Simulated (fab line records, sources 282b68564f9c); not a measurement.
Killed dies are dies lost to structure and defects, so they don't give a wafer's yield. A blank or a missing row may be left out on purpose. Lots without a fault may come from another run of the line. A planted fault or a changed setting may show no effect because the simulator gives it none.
A struck lot beside a sound one | flow rit_cmos | 14 steps out of a route of 202
Sound: wafers L327.1, L327.4, L327.6. Struck: wafers L336.3, L336.5, L336.6. The cause comes at the end.
At each step with rows: each side's tool, then ch and its chambers, then its first start. Under that, the readings that differ: sound wafers | struck wafers | difference of the means | sigmas: that difference in standard deviations of wafers without a fault.
alike: readings whose means differ by less than 2 such deviations, and words and numbers that are the same on both sides. not compared: withheld readings, readings that some wafer has no value for, bounds like >300 that may hide the same value, and numbers for which the record gives no deviation and whose values overlap.
The two part at a step that has a row with sigmas, a row that says differs or no value, or rows on one side only. Numbers that don't overlap but have no deviation are shown without sigmas and don't part them. A reading that every wafer of one side lacks parts them only if that side has two wafers or more.

first, 4 steps without rows for these wafers: RIT_NRETRO_SOFTBAKE_02 (time 60 s); RIT_NRETRO_EXPOSE_03 (exposes mask M4, target cd 43900 nm); RIT_NRETRO_PEB_04; RIT_NRETRO_DEVELOP_05 (develop time 68 s).
RIT_NRETRO_OVL_MEAS_06:
  sound on overlay-01, day 4 02:39; struck on overlay-01, day 6 01:31
  alike: NRETRO_OVL
then, 2 steps without rows for these wafers: RIT_NRETRO_HARDBAKE_07 (time 120 s); RIT_NRETRO_IMPLANT_08.
RIT_NRETRO_STRIP_09: strips in O2, time 180 s.
  sound on plasma_asher-04 ch 0,1, day 4 03:14; struck on plasma_asher-02 ch 0,1, day 6 02:01
  alike: drypump_motor_current_A
  not compared: rf_hours_counter_h
RIT_NRETRO_TW_MEAS_10:
  sound on film_metro-04, day 4 03:25; struck on film_metro-04, day 6 02:08
  alike: NRETRO_TW
then, 3 steps without rows for these wafers: RIT_PRETRO_HMDS_00 (prime time 60 s); RIT_PRETRO_COAT_01 (resist thk 1300 nm); RIT_PRETRO_SOFTBAKE_02 (time 60 s).
RIT_PRETRO_EXPOSE_03: exposes mask M5, target cd 43700 nm.
  sound on iline_stepper-01 ch 0, day 4 04:07; struck on iline_stepper-02, day 6 02:40
  no value came back on the struck wafers for exposure_dose_mJ_cm2, focus_offset_nm (nm); on the sound wafers exposure_dose_mJ_cm2 reads 250.14 250.34 250.07
  alike: mask
then, 1 step without rows for these wafers: RIT_PRETRO_PEB_04.

WHERE THEY PART
Only at RIT_PRETRO_EXPOSE_03, within this record.

WHY: what the simulator had put in
Skipped step whole: iline_stepper-02, from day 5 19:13 on, at RIT_PRETRO_EXPOSE_03. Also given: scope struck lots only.
